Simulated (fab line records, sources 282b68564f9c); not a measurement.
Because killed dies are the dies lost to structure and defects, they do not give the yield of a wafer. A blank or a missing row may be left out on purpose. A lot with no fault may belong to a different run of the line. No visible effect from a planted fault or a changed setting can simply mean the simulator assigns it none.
fab line records | flow ritCmos | part 2 of 2: steps 37 to 48 of 48
[record] lots = 5 wafers = 15 lastDay = 7
route steps=202 shown PWELL@42 WELLDRIVE@50 NWELL@51 NRETRO@53 PRETRO@64 GATE@75 FOX2@80
lots that met no fault: from a run of the same line without faults
startH: the number of hours between the record's first day and the start of the first shown wafer of the lot | waitH: hours from the lot's prior step to this one | " the same as in the row above | L1.1+2: one row covering several wafers at once | - either no value or no given start | * or withheld: withheld | < > ~ a bound
route shown NAME@n: NAME is a module with steps in the file, n the number in the route of the first one | usual: mean/standard deviation taken from wafers without a fault | same: alike in all rows | chamber/n: place in a boat | sites: per-site readings | _std_site: how widely they spread, as a standard deviation | _edge_site: inner sites' mean taken away from outer sites' mean | radiusMm: for every site, how far away it sits from the centre of the wafer | mask NAME#n: copy n | behind: the last tool/chamber to shape the wafer | hold: why the lot was held/for how many hours/how that ended | device: the n, p or np transistor that did not switch | end of line: the same wafers' tests at the end of the route | a step with no rows: only its recipe | killed: at the first sort, the dies lost to defects and structure; wafer yield is something else | map: a wafer's dies, x killed, . not, _ none there
set.NAME: the setting the step ran with; set.NAME@STEP: the setting that earlier step ran with | model.NAME: the simulator's own value behind a step, which no gauge read
lots at some steps of the route; a table a step, a row a wafer
services: from which hour (startH, from the record's first day; less than 0 if before it) a tool's chamber was out of use, for how many hours, and why
[[steps]]
[step RIT_GATE_CLEAN_03]
[recipe] chemistry = SC2 mix = 3:3:50 timeS = 600 tempC = 75 dry = n2Spin
// columns lot.wafer tool chamber startH waitH
L074.1+2+6 wetBench-04 3 37.61 0.0
L075.1+3+5 wetBench-03 2 39.20 0.0
L092.2+3+4 wetBench-01 1 122.34 0.0
L094.3+4+5 wetBench-04 0 132.34 0.0
L097.4+5+6 wetBench-03 2 146.29 0.0
[step RIT_GATE_CLEAN_04]
[recipe] chemistry = dHF dilution = 50:1 timeS = 60 dry = n2Spin
// columns lot.wafer tool chamber startH waitH
L074.1+2+6 wetBench-01 0 37.78 0.0
L075.1+3+5 wetBench-04 0 39.38 0.0
L092.2+3+4 wetBench-04 3 122.52 0.0
L094.3+4+5 wetBench-01 3 132.53 0.0
L097.4+5+6 wetBench-01 2 146.48 0.0
[step RIT_FOX2_THK_MEAS_91]
[recipe] reads = SiO2_of_FOX2_OXIDATION_00
[usual] FIELD_OXIDE_LEFT_2_THK = 262/6.8
// columns lot.wafer tool chamber startH waitH FIELD_OXIDE_LEFT_2_THK[nm]
L074.1 filmMetro-03 - 37.81 0.0 264
L074.2 " - " " 258
L074.6 " - " " 259
L075.1 filmMetro-03 - 39.40 0.0 256
L075.3 " - " " 262
L075.5 " - " " 268
L092.2 filmMetro-04 - 122.55 0.0 265
L092.3 " - " " 270
L092.4 " - " " 265
L094.3 filmMetro-04 - 132.57 0.0 265
L094.4 " - " " 272
L094.5 " - " " 274
L097.4 filmMetro-03 - 146.53 0.0 261
L097.5 " - " " 256
L097.6 " - " " 259
[step RIT_GATE_OXIDATION_05]
[recipe] tempC = 900 ambient = O2 targetThkA = 30 oxTimeS = 276.9
[usual] spikeTcCentreC = 903.1/1 tubeCenterTempC = 900.01/0.076
// columns lot.wafer tool chamber startH waitH spikeTcCentreC tubeCenterTempC
L074.1 furnace-01 0 37.87 0.1 903.1 900.09
L074.2 " 0 " " 902.8 900.16
L074.6 " 0 " " 902.6 899.94
L075.1 furnace-01 0 39.46 0.1 903.7 899.92
L075.3 " 0 " " 904.5 900.11
L075.5 " 0 " " 902.6 900.06
L092.2 furnace-01 0 122.60 0.0 901.7 900.05
L092.3 " 0 " " 904.9 900.07
L092.4 " 0 " " 905.5 899.93
L094.3 furnace-01 0 132.61 0.0 902.8 899.89
L094.4 " 0 " " 904.0 900.06
L094.5 " 0 " " 903.3 900.01
L097.4 furnace-01 0 147.05 0.5 903.5 899.89
L097.5 " 0 " " 903.0 900.09
L097.6 " 0 " " 902.7 900.07
[step RIT_GATE_ANNEAL_06]
[recipe] tempC = 900 timeS = 600 ambient = N2O
[usual] spikeTcCentreC = 902.9/1.2 tubeCenterTempC = 900/0.073
// columns lot.wafer tool chamber startH waitH spikeTcCentreC tubeCenterTempC
L074.1 furnace-04 0 38.94 0.0 901.0 899.96
L074.2 " 0 " " 903.6 899.99
L074.6 " 0 " " 900.6 900.02
L075.1 furnace-04 0 40.54 0.0 901.1 900.03
L075.3 " 0 " " 903.1 900.08
L075.5 " 0 " " 901.6 900.11
L092.2 furnace-03 0 123.87 0.2 903.2 900
L092.3 " 0 " " 903.5 899.91
L092.4 " 0 " " 903.0 900.06
L094.3 furnace-03 0 133.79 0.1 902.6 899.87
L094.4 " 0 " " 902.6 899.93
L094.5 " 0 " " 902.2 899.95
L097.4 furnace-03 0 149.28 1.2 901.3 900
L097.5 " 0 " " 902.0 899.98
L097.6 " 0 " " 901.9 900.05
[step RIT_GATE_THK_MEAS_07]
[recipe] reads = SiO2_of_GATE_OXIDATION_05
[usual] GATE_OXIDE_THK = 3.07/0.062
// columns lot.wafer tool chamber startH waitH GATE_OXIDE_THK[nm]
L074.1 filmMetro-01 - 39.19 0.0 3.04
L074.2 " - " " 3.07
L074.6 " - " " 3.05
L075.1 filmMetro-01 - 40.79 0.0 3.04
L075.3 " - " " 3.10
L075.5 " - " " 3.02
L092.2 filmMetro-03 - 124.13 0.0 3.09
L092.3 " - " " 3.14
L092.4 " - " " 3.15
L094.3 filmMetro-01 - 134.06 0.0 3.11
L094.4 " - " " 3.07
L094.5 " - " " 3.02
L097.4 filmMetro-04 - 149.56 0.0 3.06
L097.5 " - " " 2.99
L097.6 " - " " 2.98
[step RIT_GATE_CVD_08]
[recipe] material = poly-Si targetThkNm = 250 tempC = 610 precursor = SiH4 timeS = 2220 pressureMtorr = 300 sih4FlowSccm = 100
[usual] spikeTcCentreC = 612.1/1.1
// columns lot.wafer tool chamber startH waitH spikeTcCentreC
L074.1 lpcvd-01 0 39.31 0.1 611.5
L074.2 " 0 " " 613.5
L074.6 " 0 " " 614.5
L075.1 lpcvd-02 1 41.11 0.3 611.1
L075.3 " 1 " " 611.5
L075.5 " 1 " " 611.7
L092.2 lpcvd-01 1 124.18 0.0 612.6
L092.3 " 1 " " 612.9
L092.4 " 1 " " 613.6
L094.3 lpcvd-02 0 134.10 0.0 610.5
L094.4 " 0 " " 613.4
L094.5 " 0 " " 610.6
L097.4 lpcvd-01 1 149.59 0.0 612.1
L097.5 " 1 " " 612.8
L097.6 " 1 " " 611.5
[step RIT_GATE_THK_MEAS_09]
[recipe] reads = poly-Si_of_GATE_CVD_08
[usual] GATE_POLY_THK = 249.6/2.1
// columns lot.wafer tool chamber startH waitH GATE_POLY_THK[nm]
L074.1 filmMetro-04 - 40.92 0.0 249.5
L074.2 " - " " 248.0
L074.6 " - " " 249.0
L075.1 filmMetro-04 - 42.72 0.0 249.2
L075.3 " - " " 248.8
L075.5 " - " " 249.9
L092.2 filmMetro-01 - 125.81 0.0 247.5
L092.3 " - " " 247.8
L092.4 " - " " 249.0
L094.3 filmMetro-03 - 135.74 0.0 249.5
L094.4 " - " " 246.8
L094.5 " - " " 248.5
L097.4 filmMetro-01 - 151.24 0.0 247.9
L097.5 " - " " 249.1
L097.6 " - " " 250.7
[step RIT_GATE_HMDS_10]
[recipe] primeTimeS = 60 primeTempC = 140
// columns lot.wafer tool chamber startH waitH
L074.1+2+6 lithoTrack-01 0 41.00 0.1
L075.1+3+5 lithoTrack-03 0 42.78 0.1
L092.2+3+4 lithoTrack-03 0 125.88 0.1
L094.3+4+5 lithoTrack-04 0 135.83 0.1
L097.4+5+6 lithoTrack-01 0 151.34 0.1
[step RIT_GATE_COAT_11]
[recipe] resist = NOVOLAK spinRpm = 4250 resistThkNm = 850
// columns lot.wafer tool chamber startH waitH
L074.1+2+6 lithoTrack-01 0 41.15 0.1
L075.1+3+5 lithoTrack-03 0 42.93 0.1
L092.2+3+4 lithoTrack-03 0 126.03 0.1
L094.3+4+5 lithoTrack-04 0 135.98 0.1
L097.4+5+6 lithoTrack-01 0 151.49 0.1
[step RIT_GATE_SOFTBAKE_12]
[recipe] resist = NOVOLAK tempC = 90 timeS = 60
// columns lot.wafer tool chamber startH waitH
L074.1+2+6 lithoTrack-01 0 41.30 0.1
L075.1+3+5 lithoTrack-03 0 43.08 0.1
L092.2+3+4 lithoTrack-03 0 126.18 0.1
L094.3+4+5 lithoTrack-04 0 136.13 0.1
L097.4+5+6 lithoTrack-01 0 151.64 0.1
[step RIT_GATE_EXPOSE_13]
[recipe] maskId = M6 na = 0.6 sourceShape = conventional sigmaOuter = 0.6 targetCdNm = 150 doseMj = 380
// columns lot.wafer tool chamber startH waitH mask
L074.1+2+6 ilineStepper-01 0 41.58 0.2 M6#0
L075.1+3+5 ilineStepper-02 0 43.36 0.2 M6#0
L092.2+3+4 ilineStepper-02 0 126.33 0.1 M6#0
L094.3+4+5 ilineStepper-02 0 136.27 0.1 M6#0
L097.4+5+6 ilineStepper-01 0 151.95 0.3 M6#0
[[services]]
// columns tool chamber startH hours kind
plasmaAsher-01 - 8.24 0.8 repair
ilineStepper-02 - 23.90 4.4 pm
ilineStepper-02 - 32.14 8.9 pm
lpcvd-01 - 33.71 0.5 repair
furnace-03 - 44.14 3.6 pm
implanter-01 - 46.12 1.4 repair
ilineStepper-02 0 47.36 - calibration
implanter-02 - 71.86 1.0 repair
implanter-03 - 72.09 3.0 pm
furnace-03 - 81.18 3.3 pm
implanter-04 - 84.53 8.6 pm
wetBench-03 - 91.39 46.5 pm
plasmaAsher-02 - 92.79 55.8 repair
wetBench-04 - 93.48 7.8 repair
plasmaAsher-04 - 108.92 9.0 pm
plasmaAsher-04 0 108.92 9.0 ventCycle
furnace-01 - 112.71 2.9 pm
furnace-04 - 112.87 3.8 pm
furnace-01 - 128.76 3.0 pm
implanter-02 - 129.46 7.3 pm
implanter-04 - 133.93 5.2 pm
wetBench-04 - 144.35 2.3 repair
furnace-04 - 146.34 4.9 pm
furnace-02 - 151.06 6.2 pm
